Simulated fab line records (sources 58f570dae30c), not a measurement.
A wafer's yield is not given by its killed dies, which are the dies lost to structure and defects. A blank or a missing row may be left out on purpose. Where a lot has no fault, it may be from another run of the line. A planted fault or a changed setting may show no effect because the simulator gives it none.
Split-lot trial -- flow berkeley-cmos170 -- route with 331 steps; 5 lots, 23 wafers read

## SPLIT DETAILS
At UCB170_V1_PEB_10, the setting peb-temp-c was moved away from the recipe's 130 C on 7 of the 23 wafers read, by +1.4% to +2.2%. For the rest of the wafers, this setting stayed at what the recipe calls for.

## FROM THE SPLIT TO THE READING: what the file shows between them, 4 steps
- UCB170_V1_DEVELOP_11: develop time 45 s
- UCB170_V1_CD_MEAS_12: target cd 700 nm
- UCB170_V1_ETCH_14: etches SiO2 in CHF3/CF4/Ar, stops on Al, target depth 1250 nm, time 291 s
- UCB170_V1_STRIP_15: strips in O2

## THE READING
Shown in nm: cd-nm at UCB170_V1_CD_MEAS_90, with target cd 700 nm. Fault-free wafers of this fab line usually give 699.4 nm, standard deviation 1.5 nm.

wafer,"tool, chamber at the split","peb-temp-c as run, C",against the recipe,"cd-nm, nm",against lot-mates on the recipe
L074.1,"litho-track-04, 0",132.9,+2.2%,715.0,+17.5
L074.2,"litho-track-04, 0",130,recipe,698.0,-
L074.3,"litho-track-04, 0",132.9,+2.2%,714.3,+16.8
L074.4,"litho-track-04, 0",130,recipe,696.4,-
L074.6,"litho-track-04, 0",130,recipe,698.2,-
L075.1,"litho-track-02, 0",130,recipe,699.1,-
L075.2,"litho-track-02, 0",130,recipe,698.5,-
L075.3,"litho-track-02, 0",130,recipe,701.9,-
L075.4,"litho-track-02, 0",130,recipe,700.1,-
L075.5,"litho-track-02, 0",130,recipe,701.4,-
L076.1,"litho-track-03, 0",130,recipe,699.3,-
L076.3,"litho-track-03, 0",131.8,+1.4%,711.1,+12.5
L076.4,"litho-track-03, 0",131.8,+1.4%,710.5,+11.9
L076.5,"litho-track-03, 0",131.8,+1.4%,711.7,+13.1
L076.6,"litho-track-03, 0",130,recipe,698.0,-
L082.1,"litho-track-04, 0",130,recipe,700.2,-
L082.3,"litho-track-04, 0",130,recipe,699.2,-
L082.5,"litho-track-04, 0",130,recipe,701.4,-
L083.2,"litho-track-04, 0",130,recipe,701.1,-
L083.3,"litho-track-04, 0",130,recipe,702.6,-
L083.4,"litho-track-04, 0",130,recipe,701.1,-
L083.5,"litho-track-04, 0",132.2,+1.7%,715.3,+13.7
L083.6,"litho-track-04, 0",132.2,+1.7%,715.1,+13.5

THE FIT
A straight line over all 23 wafers: cd-nm changes by +7.66 nm for each +1% of peb-temp-c; r = +0.96; the points scatter about the line by 1.8 nm.
The same after taking each lot's own level away (the mean of its wafers on the recipe; 23 wafers): +8.08 nm for each +1%; r = +0.99; scatter 1 nm.
That fit puts the effect of the largest move of peb-temp-c on the reading at 18 nm.
The span of the lots' own levels, 697.53 to 701.60 nm, comes to 2.7 times the standard deviation stated above.
The two slopes agree, so the slope changes little with the lot-to-lot level.
Check: +18.3 nm against its lot-mates is what the line predicts for one of the wafers moved furthest among these (+2.2%) when that wafer is left out of the fit. It came out at +17.5 nm against them.

## THESE WAFERS: OTHER SPLITS
Before the reading, these wafers also passed through other splits. Each is held against what the fit with the lots' levels taken away leaves over:
other split on the same wafers,wafers away from the commonest value,r with cd-nm (lot level and that fit taken away)
UCB170_CONTACT_EXPOSE_12 dose-mj,10,-0.30
UCB170_CONTACT_ETCH_18 over-etch-frac,7,-0.25
UCB170_M1_EXPOSE_06 dose-mj,6,+0.15
UCB170_V1_CMP_02 leave-above-ref-nm,7,-0.33

## THE WHOLE CHAIN: every reading that the file lists as answering this split, in the file's order
step,what it does,reading,change (the file's fit),r (the file's)
UCB170_V1_CD_MEAS_12,target cd 700 nm,cd-nm,+7.68 nm for each +1% of the setting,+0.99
UCB170_V1_ETCH_14,"etches SiO2 in CHF3/CF4/Ar, stops on Al, target depth 1250 nm, time 291 s","V1.cd-nm (the simulator's own value, which no gauge read)",+8.03 nm for each +1% of the setting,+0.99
UCB170_V1_CD_MEAS_90,target cd 700 nm,cd-nm,+8.03 nm for each +1% of the setting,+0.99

## THE FILE'S OWN FIT
cd-nm changes by +8.03 nm for each +1% of peb-temp-c, r = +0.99.
